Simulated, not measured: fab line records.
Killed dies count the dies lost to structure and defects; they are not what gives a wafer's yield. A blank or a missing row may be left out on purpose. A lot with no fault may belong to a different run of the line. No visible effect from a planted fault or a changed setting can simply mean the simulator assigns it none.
fab line records    flow ritCmos
[record] lots = 13  wafers = 39  lastDay = 7
route steps=202 shown ACTIVE@15 NWELL@38 PRETRO@70 NLDD@106 PLDD@124 M1@202
lots that met no fault: from a run of the same line without faults
startH: hours from the record's first day to the start of the lot's first wafer shown    waitH: hours elapsed since this lot's preceding step    " same as the row above    L1.1+2: several wafers, shown together as one row    - no value, or no start given    * or withheld: withheld    < > ~ a bound
route shown NAME@n: names a module that has steps shown in the file, with the first one's number in the route    usual: average and standard deviation across the fault-free wafers    same: alike in all rows    chamber/n: place in a boat    sites: per-site readings    _std_site: standard deviation of those values    _edge_site: the outer-site mean with the inner-site mean subtracted    radiusMm: for every site, how far away it sits from the centre of the wafer    mask NAME#n: copy n    behind: the tool/chamber that last shaped the wafer    hold: why the lot was held/for how many hours/how that ended    device: transistor that didn't switch, given as n, p or np    end of line: tests run on the same wafers once the route is complete    a step given without rows: its recipe and nothing more    killed: dies lost to structure and defects at the first sort, not the wafer's yield    map: dies across one wafer; x = killed, . = not, _ = none there
set.NAME: the setting as run; set.NAME@STEP: as run at that earlier step    model.NAME: the simulator's own value behind a step, which no gauge read
one table for each step of the route and one row for each wafer, over a sample of lots
services: the hour from which a tool's chamber was out of use, counted from the record's first day as startH (under 0 if before that day), plus the number of hours and why
[[steps]]
[step RIT_ACTIVE_STRIP_14]
[recipe] chemistry = O2  timeS = 180  resist = NOVOLAK  platenTempC = withheld  powerW = 500  pressureMtorr = 4000  o2FlowSccm = 4000
[usual] drypumpMotorCurrentA = 5.90/0.19
lot.wafer  tool            chamber  startH  waitH  drypumpMotorCurrentA  rfHoursCounterH
L628.1     plasmaAsher-04  1        19.97   0.1    6.22                  22
L628.3     "               0        "       "      6.19                  -
L628.5     "               1        "       "      6.19                  -
L630.3     plasmaAsher-01  1        30.29   0.1    5.77                  -
L630.4     "               0        "       "      5.82                  -
L630.6     "               0        "       "      5.83                  -
L631.1     plasmaAsher-02  1        37.20   0.1    5.86                  39
L631.2     "               0        "       "      5.66                  39
L631.6     "               0        "       "      5.67                  -
L635.2     plasmaAsher-04  0        57.50   0.1    6.18                  25
L635.4     "               1        "       "      6.18                  -
L635.5     "               1        "       "      6.19                  -
L639.2     plasmaAsher-01  1        76.47   0.1    5.76                  43
L639.3     "               0        "       "      5.81                  -
L639.5     "               1        "       "      5.78                  -
L640.4     plasmaAsher-02  1        80.38   0.1    5.85                  -
L640.5     "               0        "       "      5.70                  -
L640.6     "               1        "       "      5.83                  -
L641.1     plasmaAsher-01  0        86.83   0.1    5.81                  44
L641.2     "               1        "       "      5.78                  44
L641.5     "               1        "       "      5.75                  -
L642.2     plasmaAsher-04  0        91.56   0.1    6.21                  29
L642.3     "               1        "       "      6.21                  -
L642.5     "               0        "       "      6.20                  -
L644.1     plasmaAsher-02  1        100.06  0.1    5.88                  46
L644.3     "               0        "       "      5.67                  -
L644.6     "               1        "       "      5.87                  -
L646.2     plasmaAsher-01  1        111.19  0.1    5.76                  47
L646.3     "               1        "       "      5.75                  -
L646.5     "               0        "       "      5.81                  -
L647.2     plasmaAsher-01  1        115.33  0.1    5.77                  47
L647.3     "               1        "       "      5.77                  -
L647.6     "               0        "       "      5.81                  -
L648.1     plasmaAsher-04  0        120.68  0.1    6.21                  32
L648.2     "               1        "       "      6.16                  32
L648.4     "               0        "       "      6.19                  -
L650.2     plasmaAsher-01  0        130.85  0.1    5.84                  49
L650.4     "               0        "       "      5.84                  -
L650.5     "               0        "       "      5.81                  -
[step RIT_NWELL_TW_MEAS_10]
[usual] NWELL_TW = 2156/14
lot.wafer  tool          chamber  startH  waitH  NWELL_TW
L628.1     filmMetro-03  -        28.07   0.1    2139
L628.3     "             -        "       "      2134
L628.5     "             -        "       "      2132
L630.3     filmMetro-01  -        41.14   0.1    2167
L630.4     "             -        "       "      2162
L630.6     "             -        "       "      2166
L631.1     filmMetro-01  -        44.48   0.1    2159
L631.2     "             -        "       "      2162
L631.6     "             -        "       "      2159
L635.2     filmMetro-04  -        65.93   0.1    2157
L635.4     "             -        "       "      2147
L635.5     "             -        "       "      2163
L639.2     filmMetro-01  -        83.46   0.1    2169
L639.3     "             -        "       "      2164
L639.5     "             -        "       "      2165
L640.4     filmMetro-03  -        87.78   0.1    2129
L640.5     "             -        "       "      2131
L640.6     "             -        "       "      2129
L641.1     filmMetro-01  -        97.10   0.1    2153
L641.2     "             -        "       "      2158
L641.5     "             -        "       "      2153
L642.2     filmMetro-01  -        99.93   0.1    2156
L642.3     "             -        "       "      2160
L642.5     "             -        "       "      2161
L644.1     filmMetro-01  -        106.79  0.1    2156
L644.3     "             -        "       "      2146
L644.6     "             -        "       "      2153
L646.2     filmMetro-01  -        117.71  0.1    2156
L646.3     "             -        "       "      2141
L646.5     "             -        "       "      2153
L647.2     filmMetro-01  -        122.43  0.1    2164
L647.3     "             -        "       "      2173
L647.6     "             -        "       "      2172
L648.1     filmMetro-01  -        128.36  0.1    2167
L648.2     "             -        "       "      2162
L648.4     "             -        "       "      2169
L650.2     filmMetro-04  -        136.78  0.1    2170
L650.4     "             -        "       "      2159
L650.5     "             -        "       "      2162
[step RIT_PRETRO_OVL_MEAS_06]
[usual] PRETRO_OVL = 1.3/1.5
lot.wafer  tool        chamber  startH  waitH  PRETRO_OVL[nm]
L628.1     overlay-02  -        38.19   -      0.7
L628.3     "           -        "       "      0.9
L628.5     "           -        "       "      2.0
L630.3     overlay-02  -        51.35   -      0.3
L630.4     "           -        "       "      1.5
L630.6     "           -        "       "      0.1
L631.1     overlay-02  -        57.39   -      1.9
L631.2     "           -        "       "      0.4
L631.6     "           -        "       "      1.0
L635.2     overlay-02  -        76.68   -      -2.1
L635.4     "           -        "       "      0.6
L635.5     "           -        "       "      1.7
L639.2     overlay-01  -        93.34   -      2.3
L639.3     "           -        "       "      0.4
L639.5     "           -        "       "      2.9
L640.4     overlay-02  -        97.74   -      -0.2
L640.5     "           -        "       "      -2.1
L640.6     "           -        "       "      0.7
L641.1     overlay-01  -        106.61  -      1.5
L641.2     "           -        "       "      3.0
L641.5     "           -        "       "      2.6
L642.2     overlay-01  -        110.62  -      2.6
L642.3     "           -        "       "      3.2
L642.5     "           -        "       "      1.7
L644.1     overlay-02  -        117.47  -      2.3
L644.3     "           -        "       "      3.8
L644.6     "           -        "       "      3.4
L646.2     overlay-01  -        128.80  -      2.7
L646.3     "           -        "       "      0.8
L646.5     "           -        "       "      0.1
L647.2     overlay-01  -        132.01  -      2.8
L647.3     "           -        "       "      1.6
L647.6     "           -        "       "      1.5
L648.1     overlay-01  -        137.95  -      2.7
L648.2     "           -        "       "      2.3
L648.4     "           -        "       "      1.1
L650.2     overlay-01  -        146.14  -      2.8
L650.4     "           -        "       "      0.4
L650.5     "           -        "       "      2.3
[step RIT_NLDD_EXPOSE_03]
[recipe] maskId = M7  na = 0.57  targetCdNm = 40700  doseMj = 250
[same] na = 0.57
lot.wafer   tool             chamber  startH  waitH  mask
L628.1+3+5  ilineStepper-01  0        51.72   0.1    M7#0
L630.3+4+6  ilineStepper-01  0        66.51   0.1    M8#0
L631.1+2+6  ilineStepper-01  0        70.95   0.1    M7#0
L635.2+4+5  ilineStepper-01  0        90.36   0.2    M7#0
L639.2+3+5  ilineStepper-01  0        106.87  0.1    M7#0
L640.4+5+6  ilineStepper-01  0        110.93  0.1    M7#0
L641.1+2+5  ilineStepper-01  0        118.88  0.1    M7#0
L642.2+3+5  ilineStepper-01  0        121.45  0.1    M7#0
L644.1+3+6  ilineStepper-01  0        131.37  0.2    M7#0
L646.2+3+5  ilineStepper-01  0        138.51  0.2    M7#0
L647.2+3+6  ilineStepper-01  0        145.69  0.1    M7#0
L648.1+2+4  ilineStepper-02  0        150.38  0.2    M7#0
L650.2+4+5  ilineStepper-02  0        157.94  0.1    M7#0
[step RIT_NLDD_OVL_MEAS_06]
[usual] NLDD_OVL = 0.5/1.4
lot.wafer  tool        chamber  startH  waitH  NLDD_OVL[nm]
L628.1     overlay-02  -        52.12   -      2.0
L628.3     "           -        "       "      -0.6
L628.5     "           -        "       "      0.5
L630.3     overlay-01  -        66.88   -      -
L630.4     "           -        "       "      -
L630.6     "           -        "       "      -
L631.1     overlay-01  -        71.35   -      0.4
L631.2     "           -        "       "      0.0
L631.6     "           -        "       "      -1.2
L635.2     overlay-01  -        90.74   -      0.5
L635.4     "           -        "       "      -0.5
L635.5     "           -        "       "      -2.3
L639.2     overlay-02  -        107.26  -      0.4
L639.3     "           -        "       "      -1.1
L639.5     "           -        "       "      0.2
L640.4     overlay-01  -        111.29  -      2.2
L640.5     "           -        "       "      0.7
L640.6     "           -        "       "      3.0
L641.1     overlay-02  -        119.28  -      2.4
L641.2     "           -        "       "      0.6
L641.5     "           -        "       "      1.7
L642.2     overlay-01  -        121.84  -      1.0
L642.3     "           -        "       "      0.5
L642.5     "           -        "       "      0.6
L644.1     overlay-02  -        131.78  -      1.5
L644.3     "           -        "       "      0.3
L644.6     "           -        "       "      1.5
L646.2     overlay-02  -        138.89  -      0.0
L646.3     "           -        "       "      1.1
L646.5     "           -        "       "      2.3
L647.2     overlay-01  -        146.07  -      4.0
L647.3     "           -        "       "      0.5
L647.6     "           -        "       "      1.8
L648.1     overlay-01  -        150.78  -      -2.2
L648.2     "           -        "       "      -1.0
L648.4     "           -        "       "      -1.3
L650.2     overlay-02  -        158.36  -      0.8
L650.4     "           -        "       "      0.7
L650.5     "           -        "       "      0.6
[step RIT_NLDD_TW_MEAS_10]
[usual] NLDD_TW = 2491/28
lot.wafer  tool          chamber  startH  waitH  NLDD_TW
L628.1     filmMetro-03  -        52.63   0.1    2469
L628.3     "             -        "       "      2476
L628.5     "             -        "       "      2461
L630.3     filmMetro-02  -        67.40   0.1    30
L630.4     "             -        "       "      30
L630.6     "             -        "       "      30
L631.1     filmMetro-04  -        71.86   0.1    2510
L631.2     "             -        "       "      2509
L631.6     "             -        "       "      2504
L635.2     filmMetro-04  -        91.26   0.1    2523
L635.4     "             -        "       "      2528
L635.5     "             -        "       "      2521
L639.2     filmMetro-03  -        107.77  0.1    2470
L639.3     "             -        "       "      2462
L639.5     "             -        "       "      2475
L640.4     filmMetro-03  -        111.81  0.1    2473
L640.5     "             -        "       "      2473
L640.6     "             -        "       "      2461
L641.1     filmMetro-03  -        119.79  0.1    2469
L641.2     "             -        "       "      2468
L641.5     "             -        "       "      2479
L642.2     filmMetro-02  -        122.35  0.1    2466
L642.3     "             -        "       "      2465
L642.5     "             -        "       "      2459
L644.1     filmMetro-04  -        132.48  0.1    2520
L644.3     "             -        "       "      2526
L644.6     "             -        "       "      2520
L646.2     filmMetro-04  -        139.41  0.1    2502
L646.3     "             -        "       "      2521
L646.5     "             -        "       "      2515
L647.2     filmMetro-04  -        146.62  0.1    2535
L647.3     "             -        "       "      2523
L647.6     "             -        "       "      2534
L648.1     filmMetro-03  -        151.29  0.1    2492
L648.2     "             -        "       "      2472
L648.4     "             -        "       "      2486
L650.2     filmMetro-03  -        158.89  0.1    2484
L650.4     "             -        "       "      2484
L650.5     "             -        "       "      2481
[step RIT_PLDD_TW_MEAS_10]
[usual] PLDD_TW = 2346/28
lot.wafer  tool          chamber  startH  waitH  PLDD_TW
L628.1     filmMetro-04  -        54.06   0.1    2357
L628.3     "             -        "       "      2360
L628.5     "             -        "       "      2348
L630.3     filmMetro-02  -        68.82   0.1    2852
L630.4     "             -        "       "      2832
L630.6     "             -        "       "      2845
L631.1     filmMetro-04  -        73.41   0.1    2376
L631.2     "             -        "       "      2366
L631.6     "             -        "       "      2371
L635.2     filmMetro-04  -        92.68   0.1    2381
L635.4     "             -        "       "      2386
L635.5     "             -        "       "      2371
L639.2     filmMetro-03  -        109.32  0.1    2322
L639.3     "             -        "       "      2335
L639.5     "             -        "       "      2323
L640.4     filmMetro-03  -        113.36  0.1    2344
L640.5     "             -        "       "      2323
L640.6     "             -        "       "      2331
L641.1     filmMetro-04  -        121.34  0.1    2368
L641.2     "             -        "       "      2387
L641.5     "             -        "       "      2375
L642.2     filmMetro-03  -        123.90  0.1    2333
L642.3     "             -        "       "      2329
L642.5     "             -        "       "      2329
L644.1     filmMetro-02  -        133.90  0.1    2320
L644.3     "             -        "       "      2318
L644.6     "             -        "       "      2317
L646.2     filmMetro-04  -        140.83  0.1    2386
L646.3     "             -        "       "      2377
L646.5     "             -        "       "      2378
L647.2     filmMetro-02  -        148.17  0.1    2308
L647.3     "             -        "       "      2321
L647.6     "             -        "       "      2328
L648.1     filmMetro-03  -        153.07  0.1    2337
L648.2     "             -        "       "      2344
L648.4     "             -        "       "      2343
L650.2     filmMetro-02  -        160.44  0.1    2309
L650.4     "             -        "       "      2310
L650.5     "             -        "       "      2319
[step RIT_M1_PROBE_99]
[usual] killedAtContacts = 0.1/0.36  killedAtFrontEnd = 7/3.1  killedDies = 7/3.1  killedOnRim = 1.9/1.4  killedOpen = 3.6/2.1  killedShort = 3.2/1.9
[same] grossDies = 264  killed_at_M0_to_M3 = 0  killed_at_M4_up = 0  killedAtBackSide = 0  killedAtOther = 0
lot.wafer  tool       chamber  startH  waitH  killedAtContacts  killedAtFrontEnd  killedDies  killedOnRim  killedOpen  killedShort
L630.3     prober-02  -        82.47   0.2    0                 264               264         70           1           5
L630.4     prober-02  -        82.52   0.2    0                 264               264         70           5           3
L630.6     prober-02  -        82.62   0.2    0                 264               264         70           2           4
L641.1     prober-01  -        134.92  0.1    0                 3                 3           1            0           3
L641.2     prober-01  -        134.97  0.1    0                 11                11          3            3           8
L641.5     prober-01  -        135.12  0.2    0                 10                10          2            6           4
L642.2     prober-02  -        137.52  0.1    0                 1                 1           1            1           0
L642.3     prober-02  -        137.57  0.2    0                 1                 1           0            0           1
L642.5     prober-02  -        137.67  0.2    0                 9                 9           2            5           4
L644.1     prober-02  -        147.55  0.1    0                 12                12          1            6           6
L644.3     prober-02  -        147.65  0.2    0                 11                11          5            7           4
L644.6     prober-02  -        147.80  0.2    0                 6                 6           3            4           2
L646.2     prober-02  -        154.80  0.1    0                 3                 3           1            2           1
L646.3     prober-02  -        154.85  0.2    0                 4                 4           2            2           2
L646.5     prober-02  -        154.95  0.2    0                 8                 8           3            5           3
L648.1     prober-02  -        166.54  0.1    0                 5                 5           3            4           1
L648.2     prober-02  -        166.59  0.1    0                 2                 2           2            0           2
L648.4     prober-02  -        166.69  0.2    0                 6                 6           0            3           3
L650.2     prober-02  -        173.87  0.1    0                 10                10          3            6           4
L650.4     prober-02  -        173.97  0.2    0                 11                11          3            4           7
L650.5     prober-02  -        174.02  0.2    0                 12                12          4            9           3
// killed by level:class
L630.3 NLDD:areaExpose=258 FOX1:geometricParticle:short=2 GATE:geometricParticle:short=1 REOX:geometricParticle:open=1 REOX:geometricParticle:short=1 SILICIDE:geometricParticle:short=1
L630.4 NLDD:areaExpose=256 FOX1:geometricParticle:open=2 FOX2:geometricParticle:open=2 GATE:geometricParticle:open=1 GATE:geometricParticle:short=1 REOX:geometricParticle:short=1 SPACER:geometricParticle:short=1
L630.6 NLDD:areaExpose=258 GATE:geometricParticle:short=2 FOX1:geometricParticle:short=1 GATE:geometricParticle:open=1 REOX:geometricParticle:open=1 SPACER:geometricParticle:short=1
L641.1 SPACER:geometricParticle:short=2 SILICIDE:geometricParticle:short=1
L641.2 GATE:geometricParticle:short=4 GATE:geometricParticle:open=3 FOX1:geometricParticle:short=2 FOX2:geometricParticle:short=1 SILICIDE:geometricParticle:short=1
L641.5 GATE:geometricParticle:open=3 FOX1:geometricParticle:open=1 FOX2:geometricParticle:short=1 FOX2:geometricParticle:open=1 GATE:geometricParticle:short=1 REOX:geometricParticle:open=1 SPACER:geometricParticle:short=1 SILICIDE:geometricParticle:short=1
L642.2 FOX1:geometricParticle:open=1
L642.3 FOX1:geometricParticle:short=1
L642.5 GATE:geometricParticle:open=4 GATE:geometricParticle:short=4 SPACER:geometricParticle:open=1
L644.1 REOX:geometricParticle:short=3 FOX1:geometricParticle:open=2 FOX1:geometricParticle:short=1 FOX2:geometricParticle:open=1 GATE:geometricParticle:open=1 GATE:geometricParticle:short=1 REOX:geometricParticle:open=1 SPACER:geometricParticle:open=1
L644.3 SPACER:geometricParticle:short=3 SPACER:geometricParticle:open=3 FOX2:geometricParticle:open=2 GATE:geometricParticle:open=2 SILICIDE:geometricParticle:short=1
L644.6 REOX:geometricParticle:open=2 FOX1:geometricParticle:open=1 GATE:geometricParticle:short=1 SPACER:geometricParticle:short=1 SILICIDE:geometricParticle:open=1
L646.2 REOX:geometricParticle:open=2 GATE:geometricParticle:short=1
L646.3 FOX2:geometricParticle:short=1 GATE:geometricParticle:short=1 SPACER:geometricParticle:open=1 SILICIDE:geometricParticle:open=1
L646.5 REOX:geometricParticle:open=2 SPACER:geometricParticle:open=2 FOX1:geometricParticle:short=1 FOX2:geometricParticle:open=1 FOX2:geometricParticle:short=1 GATE:geometricParticle:short=1
L648.1 FOX1:geometricParticle:open=2 GATE:geometricParticle:open=1 GATE:geometricParticle:short=1 SILICIDE:geometricParticle:open=1
L648.2 GATE:geometricParticle:short=2
L648.4 GATE:geometricParticle:open=2 FOX1:geometricParticle:open=1 GATE:geometricParticle:short=1 REOX:geometricParticle:short=1 SPACER:geometricParticle:short=1
L650.2 FOX2:geometricParticle:open=3 FOX2:geometricParticle:short=3 GATE:geometricParticle:open=3 STARTING-WAFER:geometricParticle:short=1
L650.4 GATE:geometricParticle:short=5 GATE:geometricParticle:open=2 SPACER:geometricParticle:open=2 FOX2:geometricParticle:short=1 SPACER:geometricParticle:short=1
L650.5 GATE:geometricParticle:open=5 FOX1:geometricParticle:open=1 FOX2:geometricParticle:open=1 GATE:geometricParticle:short=1 REOX:geometricParticle:short=1 SPACER:geometricParticle:short=1 SPACER:geometricParticle:open=1 SILICIDE:geometricParticle:open=1
[[services]]
tool             chamber  startH  hours  kind
ilineStepper-02  -        5.62    3.2    repair
ilineStepper-02  -        39.05   1.7    pm
ilineStepper-02  0        44.72   -      calibration
plasmaAsher-04   -        105.75  0.9    repair
plasmaAsher-02   -        108.75  9.0    pm
plasmaAsher-02   0        108.75  9.0    ventCycle
plasmaAsher-02   1        108.75  9.0    ventCycle
plasmaAsher-02   0        117.75  -      clean
plasmaAsher-02   1        117.75  -      clean
ilineStepper-01  0        134.98  -      calibration
[[key]]
[firstSign] step = RIT_NLDD_EXPOSE_03  reading = mask  direction = changed
[effect] step = RIT_NLDD_OVL_MEAS_06  reading = NLDD_OVL  direction = missing
[effect] step = RIT_NLDD_TW_MEAS_10  reading = NLDD_TW  direction = down  sigmas = 89  usual = 2491  struck = 30
[effect] step = RIT_PLDD_TW_MEAS_10  reading = PLDD_TW  direction = up  sigmas = 18  usual = 2346  struck = 2843
[effect] step = RIT_M1_PROBE_99  reading = killedDies  direction = up  sigmas = 84  usual = 7  struck = 264
[moreKillsBornAt] RIT_NLDD_EXPOSE_03@ilineStepper-01 = 772
metAt RIT_NLDD_EXPOSE_03
struckLots L630
testerLeftOut L630
notActingAt RIT_ACTIVE_STRIP_14,RIT_NWELL_TW_MEAS_10,RIT_PRETRO_OVL_MEAS_06
onsetBetween 51.72 66.51
[fault] kind = wrongMask  tool = any  chamber = -  onsetH = 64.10  steps = RIT_NLDD_EXPOSE_03  auxCopy = M8#0  scope = struckLotsOnly
// testerLeftOut: of these lots the tester's yield and bins aren't shown, on N5 and GAA mostly nor the transistor test; their killed dies are dies lost to structure and defects alone, not to doping, threshold or leakage, so they don't give the yield
